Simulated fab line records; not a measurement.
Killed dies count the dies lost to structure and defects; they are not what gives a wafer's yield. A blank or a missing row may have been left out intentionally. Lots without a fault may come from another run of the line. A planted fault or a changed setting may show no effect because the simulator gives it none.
The tool behind it: which one? ; flow rit-cmos ; 13 lots, 39 wafers sampled, at 6 steps of a route of 202

## WHAT THE GAUGES SHOWED, per wafer
RIT_ACTIVE_BOW_MEAS_00. Usual: INCOMING_BOW typically reads 0 um, with standard deviation 5.9.
lot;measured;on;INCOMING_BOW (um);flag
L992;day 1 15:01;film-metro-02;-4 0 5;
L993;day 1 20:04;film-metro-02;-2 2 -17;
L994;day 2 01:02;film-metro-02;3 1 -1;
L996;day 2 11:04;film-metro-02;2 5 4;
L999;day 3 02:00;film-metro-03;1 0 1;
L100;day 3 07:00;film-metro-02;8 12 2;
L101;day 3 12:00;film-metro-02;-5 4 -5;
L102;day 3 17:00;film-metro-03;-7 8 0;
L103;day 3 22:00;film-metro-03;12 -5 4;
L104;day 4 03:00;film-metro-03;3 -1 -12;
L106;day 4 13:02;film-metro-01;4 4 12;
L109;day 5 04:02;film-metro-01;-7 -14 -9;
L113;day 6 00:02;film-metro-02;-1 4 -2;

RIT_ACTIVE_THK_MEAS_02. Usual: ACTIVE_OXIDE_THK typically reads 46.5 nm, with standard deviation 0.85.
lot;measured;on;ACTIVE_OXIDE_THK (nm);flag
L992;day 1 17:52;film-metro-01;47.8 48.7 48.0;
L993;day 1 23:40;film-metro-02;44.9 45.3 44.6;
L994;day 2 03:22;film-metro-02;46.1 45.4 45.5;
L996;day 2 21:46;film-metro-03;47.5 46.5 47.4;
L999;day 3 05:05;film-metro-02;46.3 47.1 45.9;
L100;day 3 12:32;film-metro-02;47.0 47.2 46.3;
L101;day 3 19:25;film-metro-02;47.0 45.6 46.0;
L102;day 3 19:25;film-metro-01;44.4 45.0 45.2;
L103;day 4 02:37;film-metro-02;45.7 45.6 46.1;
L104;day 4 13:45;film-metro-02;46.1 46.0 45.8;
L106;day 4 15:42;film-metro-01;46.3 45.9 46.8;
L109;day 5 06:04;film-metro-03;47.4 46.8 47.1;
L113;day 6 02:04;film-metro-03;46.2 47.1 46.7;

RIT_PWELL_OVL_MEAS_06. Usual: PWELL_OVL typically reads 1.1 nm, with standard deviation 1.4.
lot;measured;on;PWELL_OVL (nm);flag
L992;day 2 08:25;overlay-01;2.8 2.2 3.7;
L993;day 2 17:20;overlay-02;0.8 1.8 2.1;
L994;day 3 02:40;overlay-01;2.1 3.0 2.2;
L996;day 3 11:22;overlay-02;2.1 3.5 0.1;
L999;day 3 22:37;overlay-01;-0.1 -0.8 0.4;
L100;day 4 02:51;overlay-02;0.1 -0.3 2.1;
L101;day 4 18:42;overlay-02;2.5 -0.5 1.3;
L102;day 4 18:34;overlay-02;2.4 1.2 3.4;
L103;day 5 02:28;overlay-02;3.6 2.8 4.0;
L104;day 5 03:04;overlay-01;0.9 0.4 0.1;
L106;day 5 12:10;overlay-01;-1.2 1.5 0.1;
L109;day 6 03:22;overlay-02;3.1 2.6 -0.4;
L113;day 6 18:05;overlay-02;1.8 2.0 2.1;

RIT_M1_RS_MEAS_01: the measuring method here is four-point-probe. Usual: M1_AL_RS typically reads 0.0731 ohm/sq, with standard deviation 0.0012.
lot;measured;on;M1_AL_RS (ohm/sq);flag
L992;day 4 06:15;film-metro-02;0.0749 0.0748 0.0748;
L993;day 5 00:29;film-metro-03;0.0734 0.0739 0.0730;
L994;day 5 00:25;film-metro-02;0.0723 0.0739 0.0730;
L996;day 6 02:19;film-metro-01;0.0737 0.0724 0.0737;
L999;day 6 02:32;film-metro-02;0.0730 0.0724 0.0731;
L100;day 6 02:46;film-metro-01;0.0708 0.0715 0.0709;
L101;day 6 12:08;film-metro-03;0.0717 0.0714 0.0710;
L102;day 6 12:49;film-metro-03;0.0726 0.0721 0.0731;
L103;day 6 21:56;film-metro-02;0.0741 0.0727 0.0749;
L104;day 6 23:51;film-metro-02;0.0726 0.0723 0.0725;
L106;day 7 02:59;film-metro-02;0.0729 0.0725 0.0746;
L109;day 7 11:05;film-metro-03;0.0850 0.0714 0.0844;OFF
L113;day 8 03:01;film-metro-01;0.0739 0.0744 0.0724;

RIT_M1_THK_MEAS_02: measures by xrf. Usual: M1_AL_THK typically reads 398 nm, with standard deviation 7.1.
lot;measured;on;M1_AL_THK (nm);flag
L992;day 4 06:22;film-metro-02;385 389 385;
L993;day 5 00:35;film-metro-03;400 397 402;
L994;day 5 00:31;film-metro-02;399 391 397;
L996;day 6 02:24;film-metro-01;397 404 397;
L999;day 6 02:39;film-metro-02;398 398 397;
L100;day 6 02:53;film-metro-01;412 406 414;
L101;day 6 12:16;film-metro-03;407 410 413;
L102;day 6 12:56;film-metro-03;402 405 398;
L103;day 6 22:03;film-metro-02;390 400 388;
L104;day 6 23:58;film-metro-02;403 399 398;
L106;day 7 03:05;film-metro-02;397 398 387;
L109;day 7 11:11;film-metro-03;355 408 355;OFF
L113;day 8 03:07;film-metro-01;395 396 406;

## WHAT TOOL EACH LOT RAN ON (gives the tool, then ch and the chambers of the sampled wafers, and finally the start)
lot;RIT_M1_SPUTTER_00
L992;pvd-sputter-04, day 4 05:56
L993;pvd-sputter-04, day 5 00:08
L994;pvd-sputter-03, day 5 00:05
L996;pvd-sputter-04, day 6 01:58
L999;pvd-sputter-02, day 6 02:14
L100;pvd-sputter-03, day 6 02:29
L101;pvd-sputter-02, day 6 11:51
L102;pvd-sputter-03, day 6 12:31
L103;pvd-sputter-03, day 6 21:38
L104;pvd-sputter-02, day 6 23:33
L106;pvd-sputter-03, day 7 02:39
L109;pvd-sputter-02, day 7 10:46
L113;pvd-sputter-03, day 8 02:40
- RIT_M1_SPUTTER_00: material Al, target thk 400 nm, time 500 s.

## AS READ BY THE TOOLS THEMSELVES (means over the sampled wafers that have a number; for cases with no such wafer, the mark the record gives instead)
RIT_M1_SPUTTER_00. Usual: cathode-dc-power-W 2000.0 W, standard deviation 0.39; chamber-pressure-pa 0.4000 Pa, standard deviation 0.00082; throttle-valve-pct 30.4 %, standard deviation 1.1.
lot;tool;cathode-dc-power-W (W);chamber-pressure-pa (Pa);throttle-valve-pct (%);flag
L992;pvd-sputter-04;2000.2;0.4008;29.5;
L993;pvd-sputter-04;2000.5;0.4003;28.8;
L994;pvd-sputter-03;2000.1;0.3998;29.8;
L996;pvd-sputter-04;1999.7;0.3995;30.4;
L999;pvd-sputter-02;2000.1;0.3996;30.7;
L100;pvd-sputter-03;2000.0;0.4005;31.3;
L101;pvd-sputter-02;2000.5;0.3998;30.8;
L102;pvd-sputter-03;1999.9;0.3998;31.2;
L103;pvd-sputter-03;1999.5;0.3997;30.4;
L104;pvd-sputter-02;2000.0;0.4006;30.7;
L106;pvd-sputter-03;2000.1;0.3999;31.0;
L109;pvd-sputter-02;1999.9;0.4004;30.4;
L113;pvd-sputter-03;1999.9;0.4006;29.9;

## THE ANSWER, worked out from the rows above alone
Rule: lot off if the mean of its wafers having a number is beyond 3 standard deviations from the usual mean. Also off: a lot with no number at a reading for which 4 or more lots have one. Any other lot the step has rows for is counted as sound. The gauges are gone through in route order, then the tools' own readings, and for those a lot's mean is taken as printed above. At the first step where some lot is off, the reading lying furthest off is the one used; lots without a number count as furthest.
Off: at RIT_M1_RS_MEAS_01 (M1_AL_RS), L109.
If a tool, at a process step before that reading, ran all the lots that are off and no sound lot after the first of them, it fits. The gauges at RIT_M1_RS_MEAS_01 are tried like those tools. This does not decide it: 2 tools fit, namely pvd-sputter-02 at RIT_M1_SPUTTER_00 and film-metro-03 at RIT_M1_RS_MEAS_01.

## WHAT WAS PUT IN BY THE SIMULATOR
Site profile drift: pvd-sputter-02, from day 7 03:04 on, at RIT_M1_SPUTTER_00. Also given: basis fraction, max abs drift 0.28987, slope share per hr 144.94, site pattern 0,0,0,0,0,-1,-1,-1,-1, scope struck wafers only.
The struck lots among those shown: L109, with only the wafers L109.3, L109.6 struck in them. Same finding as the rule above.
